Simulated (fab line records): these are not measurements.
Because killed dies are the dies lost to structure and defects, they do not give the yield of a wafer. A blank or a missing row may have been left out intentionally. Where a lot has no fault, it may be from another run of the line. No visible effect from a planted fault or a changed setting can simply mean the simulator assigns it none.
Chamber matching -- flow rit cmos -- RIT_CONTACT_ETCH_11 on rie diel-01: 4 sister chambers
The step etches SiO2 in CHF3/CF4/Ar, stops on TiSi2, target depth 480 nm, time 320 s. 14 wafers are shown with their chamber, then 7 later ones without.

WAFERS, EACH WITH ITS CHAMBER
wafer,chamber,throttle valve pct (%),drypump motor current A (A),oes product au (a.u.)
L847.3,1,8.92,6.5,0.988
L847.5,3,8.87,6.4,0.998
L847.6,2,8.68,5.6,1.023
L848.2,2,8.69,5.5,1.021
L848.3,0,8.92,5.9,1.011
L848.5,1,8.93,6.5,0.986
L849.1,0,8.92,5.9,1.017
L849.2,1,8.94,6.5,0.996
L849.5,1,8.93,6.5,1.001
L852.1,0,8.92,5.9,1.023
L852.3,2,8.69,5.5,1.030
L852.5,1,8.93,6.5,0.999
L853.1,1,8.92,6.5,1.001
L853.5,0,8.93,5.8,1.027

SIGNATURES (averages over the wafers above)
reading,chamber 0,chamber 1,chamber 2,chamber 3,scatter within a chamber
throttle valve pct,8.9225,8.9283,8.6867,8.8700,0.00652
drypump motor current A,5.875,6.500,5.533,6.400,0.0376
oes product au,1.01950,0.99517,1.02467,0.99800,0.00641
Rule: a wafer lies at a distance from a chamber equal to the root of the sum of squares, over the readings, of (its reading less the chamber's mean, divided by the reading's scatter). If the next closest chamber is less than 2 further off than the closest, the wafer can't be placed; otherwise it belongs to the closest. How the scatter is found: for the shown wafers, subtract from each reading the mean of its chamber, square and add these, divide the total by (wafers less chambers), then take the root.

WAFERS WITHOUT THEIR CHAMBER
wafer,throttle valve pct (%),drypump motor current A (A),oes product au (a.u.)
L853.6,8.94,6.5,1.001
L859.2,8.68,5.6,1.021
L859.3,8.94,6.5,0.998
L859.4,8.89,6.5,1.001
L862.1,8.93,6.5,1.002
L862.2,8.90,6.5,0.986
L862.6,8.89,6.4,0.996

THE CHAMBER EACH PASSED THROUGH
wafer,from the rows above,in truth
L853.6,1,1
L859.2,2,2
L859.3,1,1
L859.4,can't be placed: 3 or 1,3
L862.1,1,1
L862.2,can't be placed: 1 or 3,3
L862.6,3,3
Placed correctly: 5 of 7. From these rows, 2 cannot be placed; in 2 the true chamber is one of the candidates. Wrongly placed: 0.
